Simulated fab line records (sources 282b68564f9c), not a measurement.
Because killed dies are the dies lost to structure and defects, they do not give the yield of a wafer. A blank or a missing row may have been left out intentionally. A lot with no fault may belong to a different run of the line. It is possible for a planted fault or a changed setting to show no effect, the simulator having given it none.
Struck lot and sound lot, side by side ; flow rit cmos ; 17 steps out of a route of 202
Sound: the wafers L392.2, L392.4, L392.6. Wafers struck: L395.2, L395.3, L395.4. At the end, the cause is stated.
For every step that has rows: the tool of each side, followed by ch and its chambers, followed by its first start. Under that, the readings that differ: sound wafers ; struck wafers ; difference of the means ; sigmas: that difference in standard deviations of wafers without a fault.
alike: a reading whose means differ by less than 2 such deviations, as well as words and numbers matching on both sides. not compared: withheld readings; readings where some wafer has no value; bounds like >300 that might hide an equal value; numbers whose values overlap and for which the record gives no deviation.
A row with sigmas, a row that says differs or no value, or rows on one side alone: a step with any of these is where the two part. Numbers that have no deviation but don't overlap get no sigmas and don't part them. A reading that every wafer of one side lacks parts them only if that side has two wafers or more.

RIT_PWELL_TW_MEAS_10:
  sound: film metro-04 at day 4 01:28; struck: film metro-01 at day 4 15:45
  alike: PWELL_TW
then, 1 step without rows for these wafers: RIT_WELLDRIVE_ANNEAL_00 (time 14700 s).
RIT_WELLDRIVE_RS_MEAS_01: measurement is done with a four-point probe.
  sound: film metro-01 at day 4 06:37; struck: film metro-04 at day 4 21:05
  alike: NWELL_RS
RIT_WELLDRIVE_RS_MEAS_02: measurement is done with a four-point probe.
  sound: film metro-01 at day 4 06:44; struck: film metro-04 at day 4 21:13
reading;sound;struck;difference;sigmas
PWELL_RS (ohm/sq);430.6 429.3 430.7;432.9 432.5 434.3;+3.0;+2
then, 6 steps without rows for these wafers: RIT_NRETRO_HMDS_00 (prime time 60 s); RIT_NRETRO_COAT_01 (resist thk 1300 nm); RIT_NRETRO_SOFTBAKE_02 (time 60 s); RIT_NRETRO_EXPOSE_03 (exposes mask M4, target cd 43900 nm); RIT_NRETRO_PEB_04; RIT_NRETRO_DEVELOP_05 (develop time 68 s).
RIT_NRETRO_OVL_MEAS_06:
  sound: overlay-02 at day 4 08:03; struck: overlay-02 at day 4 22:24
  alike: NRETRO_OVL
then, 1 step without rows for these wafers: RIT_NRETRO_HARDBAKE_07 (time 120 s).
RIT_NRETRO_IMPLANT_08:
  sound on implanter-02 ch 0, day 4 08:22; struck on implanter-02 ch 0, day 4 22:42
reading;sound;struck;difference;sigmas
dose ions cm2;9.994e+12 1.0008e+13 9.99e+12;5.485e+12 5.48e+12 5.485e+12;-4.514e+12;-99 or more
faraday current uA;31.9 30.6 30.6;18.0 17.3 17.3;-13.5;-23
RIT_NRETRO_STRIP_09: strips in O2, time 180 s.
  sound on plasma asher-02 ch 0,1, day 4 08:29; struck on plasma asher-01 ch 0,1, day 4 22:50
  alike: drypump motor current A
  not compared: rf hours counter h
RIT_NRETRO_TW_MEAS_10:
  sound: film metro-02 at day 4 08:40; struck: film metro-02 at day 4 23:01
reading;sound;struck;difference;sigmas
NRETRO_TW;1054 1054 1057;873 865 872;-185;-25
then, 1 step without rows for these wafers: RIT_PRETRO_HMDS_00 (prime time 60 s).
RIT_M1_PROBE_99:
  sound: prober-01 at day 5 11:43; struck: prober-02 at day 6 03:01
reading;sound;struck;difference;sigmas
killed_at_M0_to_M3;0 0 0;1 0 0;+0;+3
model.etest.pmos_0p3.r on ohm um;6162 6210 6223;5765 5768 5706;-452;
model.etest.pmos turned.r on ohm um;3191 3275 3299;3104 3106 3020;-178;
model.etest.pmos_0p15.r on ohm um;2600 2671 2665;2557 2568 2488;-108;
model.etest.pmos_0p15.drive ua um;270 264.4 264.1;294 291.4 300.8;+29;
model.etest.pmos turned.drive ua um;202.4 202 203.3;227.4 226.6 235.9;+27.4;
model.etest.pmos narrow.drive ua um;102 101.9 102.4;118.3 118.4 120.8;+17.1;
model.etest.pmos_0p3.drive ua um;101.7 101.4 102;118.5 118 119.7;+17.0;
model.etest.well edge right.line ohm um;184.3 186.1 185.8;191.7 190.5 190.3;+5.4;
  alike: killed at front end, killed dies, killed open, killed short

== WHERE THEY PART ==
At RIT_WELLDRIVE_RS_MEAS_02 first; at RIT_M1_PROBE_99 last (within this record only).

WHY: what had been put in by the simulator
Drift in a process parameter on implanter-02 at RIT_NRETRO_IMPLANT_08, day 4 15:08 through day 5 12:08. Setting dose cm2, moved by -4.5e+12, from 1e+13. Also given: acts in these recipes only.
